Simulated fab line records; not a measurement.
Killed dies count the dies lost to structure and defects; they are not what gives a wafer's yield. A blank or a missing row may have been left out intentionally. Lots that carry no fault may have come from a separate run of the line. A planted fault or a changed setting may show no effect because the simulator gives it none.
Struck lot and sound lot, side by side | flow rit cmos | 15 out of 202 route steps
Sound: the wafers L588.1, L588.4, L588.5. Wafers L596.2, L596.3, L596.6 were the ones struck. Last of all comes the cause.
Each step with rows lists, per side, the tool, then ch with its chambers, then its first start. Under that, the readings that differ: sound wafers | struck wafers | difference of the means | sigmas: that difference in standard deviations of wafers without a fault.
alike: readings whose means differ by less than 2 such deviations, and words and numbers that are the same on both sides. not compared: withheld readings, readings that some wafer has no value for, bounds like >300 that may hide the same value, and numbers for which the record gives no deviation and whose values overlap.
A row with sigmas, a row that says differs or no value, or rows on one side alone: a step with any of these is where the two part. When numbers do not overlap yet have no deviation, they are printed without sigmas and do not part them. A reading missing from all wafers of one side parts the sides only when that side holds two or more wafers.

first, 1 step without rows for these wafers: RIT_CONTACT_CLEAN_14 (cleans in SC2, time 600 s).
RIT_M1_SPUTTER_00: material Al, target thk 400 nm, time 500 s.
  sound: pvd sputter-04 at day 3 13:51; struck: pvd sputter-02 at day 5 10:53
  alike: throttle valve pct
RIT_M1_RS_MEAS_01: measures by four-point-probe.
  sound: film metro-01 at day 3 14:09; struck: film metro-04 at day 5 11:13
  alike: M1_AL_RS
RIT_M1_THK_MEAS_02: measures by xrf.
  sound: film metro-01 at day 3 14:16; struck: film metro-04 at day 5 11:19
  alike: M1_AL_THK
then, 6 steps without rows for these wafers: RIT_M1_HMDS_03 (prime time 60 s); RIT_M1_COAT_04 (resist thk 1300 nm); RIT_M1_SOFTBAKE_05 (time 60 s); RIT_M1_EXPOSE_06 (exposes mask M12, target cd 2600 nm); RIT_M1_PEB_07; RIT_M1_DEVELOP_08 (develop time 68 s).
RIT_M1_CD_MEAS_09 targets a cd of 2600 nm.
  sound: cd sem-01 at day 3 15:13; struck: cd sem-01 at day 5 12:22
  alike: cd nm
RIT_M1_OVL_MEAS_10:
  sound: overlay-02 at day 3 15:20; struck: overlay-02 at day 5 12:28
  alike: M1_OVL
RIT_M1_HARDBAKE_11: time 120 s.
  sound on litho track-02 ch 0, day 3 15:22; struck on litho track-02 ch 0, day 5 12:34
  reading                  | sound                | struck               | difference | sigmas
  heater power total W (W) | 51.98 51.94 51.96    | 50.76 50.81 50.91    | -1.13      | -18
  plate temp C (C)         | 139.94 140.16 140.08 | 138.01 137.76 137.69 | -2.24      | -17
RIT_M1_METAL_ETCH_12: etches Al in Cl2/BCl3, stops on SiO2, time 168.9 s, target depth 600 nm.
  sound on rie metal-02 ch 0,1, day 3 15:37; struck on rie metal-01 ch 0, day 5 12:49
  alike: drypump motor current A, oes product au, throttle valve pct
  not compared: rf hours counter h
RIT_M1_PROBE_99:
  sound: prober-01 at day 3 17:52; struck: prober-01 at day 5 15:16
  alike: defect limited yield, killed at front end, killed dies, killed open, killed short, sort_bin_3_pad_short, sort_bin_5_function, sort_bin_6_memory, sort n pass, sort yield pct

== WHERE THEY PART ==
Only at RIT_M1_HARDBAKE_11, as far as this record shows. Later steps at which nothing parts them and some readings are alike: RIT_M1_METAL_ETCH_12, RIT_M1_PROBE_99.

WHY: the cause the simulator had injected
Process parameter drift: litho track-02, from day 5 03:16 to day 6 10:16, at RIT_M1_HARDBAKE_11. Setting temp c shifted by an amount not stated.
